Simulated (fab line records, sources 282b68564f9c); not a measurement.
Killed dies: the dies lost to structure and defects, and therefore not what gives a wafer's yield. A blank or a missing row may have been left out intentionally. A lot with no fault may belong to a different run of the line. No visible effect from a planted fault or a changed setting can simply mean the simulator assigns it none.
Which tool is to blame? + flow rit cmos + 45 wafers from 15 lots sampled at 2 of the route's 202 steps

## WHAT THE GAUGES SHOWED, per wafer
RIT_PRETRO_TW_MEAS_10. Usual: PRETRO_TW 470.8, standard deviation 2.7.
| lot  | measured    | on            | PRETRO_TW         | flag |
|------|-------------|---------------|-------------------|------|
| L375 | day 2 13:22 | film metro-02 | 470.0 469.1 471.0 |      |
| L376 | day 2 18:17 | film metro-01 | 469.9 470.6 469.1 |      |
| L377 | day 2 23:22 | film metro-02 | 467.4 466.8 470.8 |      |
| L378 | day 3 04:35 | film metro-01 | 472.4 469.0 468.5 |      |
| L379 | day 3 08:58 | film metro-01 | 471.4 469.9 468.6 |      |
| L380 | day 3 13:54 | film metro-02 | 472.9 471.5 473.1 |      |
| L381 | day 3 22:49 | film metro-03 | 470.4 469.6 467.7 |      |
| L383 | day 4 07:31 | film metro-02 | 471.2 472.6 470.8 |      |
| L384 | day 4 10:33 | film metro-03 | 471.6 470.8 475.2 |      |
| L385 | day 4 14:35 | film metro-01 | 469.6 470.4 471.1 |      |
| L387 | day 5 01:03 | film metro-01 | 466.6 467.7 467.6 |      |
| L388 | day 5 07:23 | film metro-03 | 486.7 489.1 491.3 | OFF  |
| L389 | day 5 09:53 | film metro-02 | 493.8 495.0 492.2 | OFF  |
| L391 | day 5 20:05 | film metro-01 | 490.1 488.7 492.3 | OFF  |
| L397 | day 7 01:56 | film metro-02 | 479.7 474.7 477.6 |      |

## TOOL THAT RAN EACH LOT (tool first, then ch and the chambers of the sampled wafers, then the start)
| lot  | RIT_PRETRO_IMPLANT_08          |
|------|--------------------------------|
| L375 | implanter-04 ch 0, day 2 13:02 |
| L376 | implanter-02 ch 0, day 2 17:58 |
| L377 | implanter-04 ch 0, day 2 23:02 |
| L378 | implanter-02 ch 0, day 3 04:16 |
| L379 | implanter-02 ch 0, day 3 08:38 |
| L380 | implanter-02 ch 0, day 3 13:34 |
| L381 | implanter-02 ch 0, day 3 22:30 |
| L383 | implanter-04 ch 0, day 4 07:13 |
| L384 | implanter-02 ch 0, day 4 10:13 |
| L385 | implanter-02 ch 0, day 4 14:19 |
| L387 | implanter-01 ch 0, day 5 00:46 |
| L388 | implanter-02 ch 0, day 5 07:04 |
| L389 | implanter-02 ch 0, day 5 09:34 |
| L391 | implanter-02 ch 0, day 5 19:46 |
| L397 | implanter-04 ch 0, day 7 01:37 |
- RIT_PRETRO_IMPLANT_08

## WHAT THE TOOLS THEMSELVES READ (means of the sampled wafers that have a number; where no wafer has one, the mark that the record gives instead)
RIT_PRETRO_IMPLANT_08. Usual: beam energy keV 45.000, standard deviation 0.015; tilt deg 6.999 degrees, standard deviation 0.022.
| lot  | tool         | beam energy keV | tilt deg (degrees) | flag |
|------|--------------|-----------------|--------------------|------|
| L375 | implanter-04 | 45.002          | 7.009              |      |
| L376 | implanter-02 | 45.010          | 6.993              |      |
| L377 | implanter-04 | 44.982          | 7.020              |      |
| L378 | implanter-02 | 44.989          | 6.977              |      |
| L379 | implanter-02 | 45.011          | 7.002              |      |
| L380 | implanter-02 | 44.991          | 6.981              |      |
| L381 | implanter-02 | 45.020          | 7.001              |      |
| L383 | implanter-04 | 44.985          | 6.985              |      |
| L384 | implanter-02 | 44.987          | 6.997              |      |
| L385 | implanter-02 | 44.991          | 7.012              |      |
| L387 | implanter-01 | 45.019          | 7.003              |      |
| L388 | implanter-02 | 60.749          | 7.009              | OFF  |
| L389 | implanter-02 | 60.759          | 7.002              | OFF  |
| L391 | implanter-02 | 60.745          | 7.024              | OFF  |
| L397 | implanter-04 | 45.010          | 6.960              |      |

## THE ANSWER, worked out from the rows above alone
Rule: lot off if the mean of its wafers having a number is beyond 3 standard deviations from the usual mean. A lot without any number at a reading at which 4 lots or more have one is off too. All remaining lots with rows at the step are treated as sound. The gauges are gone through in route order, then the tools' own readings, and for those a lot's mean is taken as printed above. At the first step where some lot is off, the reading lying furthest off is the one used; lots without a number count as furthest.
Off: L388, L389, L391, at RIT_PRETRO_TW_MEAS_10 (PRETRO_TW).
If a tool, at a process step before that reading, ran all the lots that are off and no sound lot after the first of them, it fits. The gauges at RIT_PRETRO_TW_MEAS_10 aren't tried: what is off there is off at RIT_PRETRO_IMPLANT_08 too, on other tools, and a gauge's error can't cause that. One fits: RIT_PRETRO_IMPLANT_08 on implanter-02. Its last sound lot is L385 (day 4 14:19), its first lot that is off L388 (day 5 07:04): a fault that began between those two fits.
The tool's own readings at RIT_PRETRO_IMPLANT_08 bear it out: on the lots that are off they differ by more than 5 times the standard deviation of the sound lots' means. beam energy keV reads 60.751 there against 45.000 on the sound lots.

## WHAT HAD BEEN PUT IN BY THE SIMULATOR
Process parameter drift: implanter-02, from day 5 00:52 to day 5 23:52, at RIT_PRETRO_IMPLANT_08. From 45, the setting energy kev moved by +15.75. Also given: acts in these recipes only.
Shown lots that were struck: L388, L389, L391. The rule above reached the same finding.
